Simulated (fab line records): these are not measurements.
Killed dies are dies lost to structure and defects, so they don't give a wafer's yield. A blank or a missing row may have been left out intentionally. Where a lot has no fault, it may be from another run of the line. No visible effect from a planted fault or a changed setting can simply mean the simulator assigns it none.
The tool behind it: which one?	flow ritCmos	Sampling: 14 lots, 42 wafers, 5 of 202 route steps

## WHAT THE GAUGES READ, wafer by wafer
RIT_ACTIVE_BOW_MEAS_00. Usual: INCOMING_BOW typically reads 0 um, with standard deviation 6.3.
lot	measured	on	INCOMING_BOW (um)	flag
L321	day 1 10:00	filmMetro-02	-4 -10 2	
L324	day 2 01:00	filmMetro-02	1 -1 -5	
L325	day 2 06:01	filmMetro-03	0 7 -1	
L327	day 2 16:01	filmMetro-03	-3 7 10	
L334	day 4 03:00	filmMetro-02	0 2 7	
L335	day 4 08:01	filmMetro-01	-3 12 16	
L336	day 4 13:01	filmMetro-02	-4 -2 2	
L337	day 4 18:01	filmMetro-03	-6 1 5	
L339	day 5 04:02	filmMetro-03	-7 2 2	
L340	day 5 09:00	filmMetro-02	-9 1 -9	
L341	day 5 14:00	filmMetro-03	2 -1 -2	
L342	day 5 19:00	filmMetro-01	-6 4 -11	
L343	day 6 00:00	filmMetro-03	-11 -9 14	
L344	day 6 05:01	filmMetro-01	5 -5 1	

RIT_PRETRO_TW_MEAS_10. Usual: PRETRO_TW typically reads 476, with standard deviation 5.7.
lot	measured	on	PRETRO_TW	flag
L321	day 2 09:11	filmMetro-04	479 480 475	
L324	day 2 22:58	filmMetro-04	479 479 477	
L325	day 3 04:14	filmMetro-01	485 483 482	
L327	day 3 15:52	filmMetro-04	471 471 471	
L334	day 5 03:02	filmMetro-03	468 469 469	
L335	day 5 07:25	filmMetro-04	478 475 480	
L336	day 5 12:30	filmMetro-03	469 469 467	
L337	day 5 17:16	filmMetro-04	479 479 476	
L339	day 6 02:43	filmMetro-01	485 484 484	
L340	day 6 10:20	filmMetro-03	468 469 470	
L341	day 6 12:29	filmMetro-01	481 484 484	
L342	day 6 18:25	filmMetro-04	477 475 477	
L343	day 6 22:36	filmMetro-03	469 469 469	
L344	day 7 05:15	filmMetro-04	475 472 476	

RIT_M1_OVL_MEAS_10. Usual: M1_OVL typically reads -0.4 nm, with standard deviation 1.3.
lot	measured	on	M1_OVL (nm)	flag
L321	day 3 12:58	overlay-01	0.4 1.1 0.6	
L324	day 4 01:35	overlay-02	-0.9 -3.3 -3.5	
L325	day 4 07:35	overlay-01	2.1 0.7 -0.5	
L327	day 4 16:34	overlay-02	-0.8 1.1 2.6	
L334	day 6 05:44	overlay-02	-1.5 -0.9 -2.5	
L335	day 6 07:27	overlay-02	-1.0 0.1 0.2	
L336	day 6 14:44	overlay-02	-0.5 1.7 0.6	
L337	day 6 16:49	overlay-01	0.2 0.3 0.0	
L339	day 7 03:49	overlay-01	-1.4 0.1 0.1	
L340	day 7 10:22	overlay-02	0.9 -0.8 1.4	
L341	day 7 12:10	overlay-02	-1.3 0.0 -2.6	
L342	day 7 19:20	overlay-02	-1.1 -4.6 -3.2	
L343	day 8 02:45	overlay-01	-2.3 -1.3 1.7	
L344	day 8 06:08	overlay-01	0.7 0.5 0.4	

RIT_M1_CD_MEAS_90: target cd 2600 nm. Usual: cdNm 2599.8 nm, standard deviation 2.9.
lot	measured	on	cdNm (nm)	flag
L321	day 3 13:46	cdSem-02	2595.6 2599.0 2600.9	
L324	day 4 02:29	cdSem-01	- - -	OFF
L325	day 4 08:23	cdSem-01	- - -	OFF
L327	day 4 17:24	cdSem-02	2595.3 2594.1 2596.1	
L334	day 6 06:44	cdSem-02	2599.8 2597.6 2601.3	
L335	day 6 08:16	cdSem-02	2604.1 2604.6 2603.6	
L336	day 6 15:32	cdSem-02	2601.5 2598.8 2598.2	
L337	day 6 17:37	cdSem-02	2601.2 2597.1 2599.1	
L339	day 7 04:41	cdSem-02	2603.4 2601.4 2598.8	
L340	day 7 11:10	cdSem-01	2605.3 2601.1 2603.2	
L341	day 7 13:10	cdSem-02	2602.1 2601.2 2600.6	
L342	day 7 20:08	cdSem-02	2594.9 2595.4 2594.9	
L343	day 8 03:32	cdSem-01	2597.8 2600.9 2599.5	
L344	day 8 06:57	cdSem-02	2603.3 2606.0 2602.5	

## TOOL THAT RAN EACH LOT (tool first, then ch and the chambers of the sampled wafers, then the start)
lot	RIT_M1_METAL_ETCH_12
L321	rieMetal-04 ch 0,1, day 3 13:15
L324	rieMetal-04 ch 0,1, day 4 01:58
L325	rieMetal-03 ch 0,1, day 4 07:52
L327	rieMetal-04 ch 0,1, day 4 16:51
L334	rieMetal-03 ch 0,1, day 6 06:01
L335	rieMetal-02 ch 1, day 6 07:44
L336	rieMetal-04 ch 0,1, day 6 15:01
L337	rieMetal-03 ch 0,1, day 6 17:05
L339	rieMetal-03 ch 0,1, day 7 04:09
L340	rieMetal-03 ch 0,1, day 7 10:39
L341	rieMetal-02 ch 0,1, day 7 12:27
L342	rieMetal-03 ch 0, day 7 19:37
L343	rieMetal-02 ch 0,1, day 8 03:02
L344	rieMetal-03 ch 1, day 8 06:25
- RIT_M1_METAL_ETCH_12: etches Al in Cl2/BCl3, stops on SiO2, time 165 s, target depth 600 nm.

## WHAT THE TOOLS THEMSELVES READ (means of the sampled wafers that have a number; where no wafer has one, the mark that the record gives instead)
RIT_M1_METAL_ETCH_12. Usual: bcl3FlowSccm 50.01 sccm, standard deviation 0.14; chamberPressureMTorr 100.00 mTorr, standard deviation 0.1; drypumpMotorCurrentA 5.73 A, standard deviation 0.28; oesProductAu 0.784 a.u., standard deviation 0.011; throttleValvePct 8.31 %, standard deviation 0.13.
lot	tool	bcl3FlowSccm (sccm)	chamberPressureMTorr (mTorr)	drypumpMotorCurrentA (A)	oesProductAu (a.u.)	throttleValvePct (%)	flag
L321	rieMetal-04	50.06	100.02	5.55	0.784	8.22	
L324	rieMetal-04	-	-	-	-	-	OFF
L325	rieMetal-03	-	-	-	-	-	OFF
L327	rieMetal-04	50.07	99.94	5.55	0.783	8.22	
L334	rieMetal-03	50.09	99.98	5.91	0.785	8.40	
L335	rieMetal-02	50.19	100.07	5.18	0.774	8.46	
L336	rieMetal-04	49.94	100.01	5.70	0.789	8.26	
L337	rieMetal-03	50.10	100.06	5.93	0.797	8.40	
L339	rieMetal-03	50.07	100.06	5.93	0.792	8.40	
L340	rieMetal-03	50.06	100.00	5.96	0.787	8.36	
L341	rieMetal-02	49.96	99.92	5.58	0.772	8.22	
L342	rieMetal-03	50.01	99.98	5.98	0.793	8.33	
L343	rieMetal-02	50.06	100.02	5.58	0.779	8.22	
L344	rieMetal-03	50.05	100.13	5.92	0.789	8.44	

## THE ANSWER, worked out from the rows above alone
Rule: a lot is off if the mean of its wafers that have a number lies more than 3 standard deviations from the usual mean. A lot without any number at a reading at which 4 lots or more have one is off too. Where the step has rows for the other lots, those lots are counted as sound. The gauges are gone through in route order, then the tools' own readings, and for those a lot's mean is taken as printed above. The first step at which some lot is off is used, and at that step the reading that is off furthest; a lot without a number counts as furthest.
Off at RIT_M1_CD_MEAS_90 (cdNm): L324, L325. Without a number there: L324, L325.
A tool fits if, at a process step before that reading, it ran every lot that is off, and no sound lot after the first of them. The gauges at RIT_M1_CD_MEAS_90 aren't tried: what is off there is off at RIT_M1_METAL_ETCH_12 too, on other tools, and a gauge's error can't cause that. Of those tried, none fits.

## WHAT HAD BEEN PUT IN BY THE SIMULATOR
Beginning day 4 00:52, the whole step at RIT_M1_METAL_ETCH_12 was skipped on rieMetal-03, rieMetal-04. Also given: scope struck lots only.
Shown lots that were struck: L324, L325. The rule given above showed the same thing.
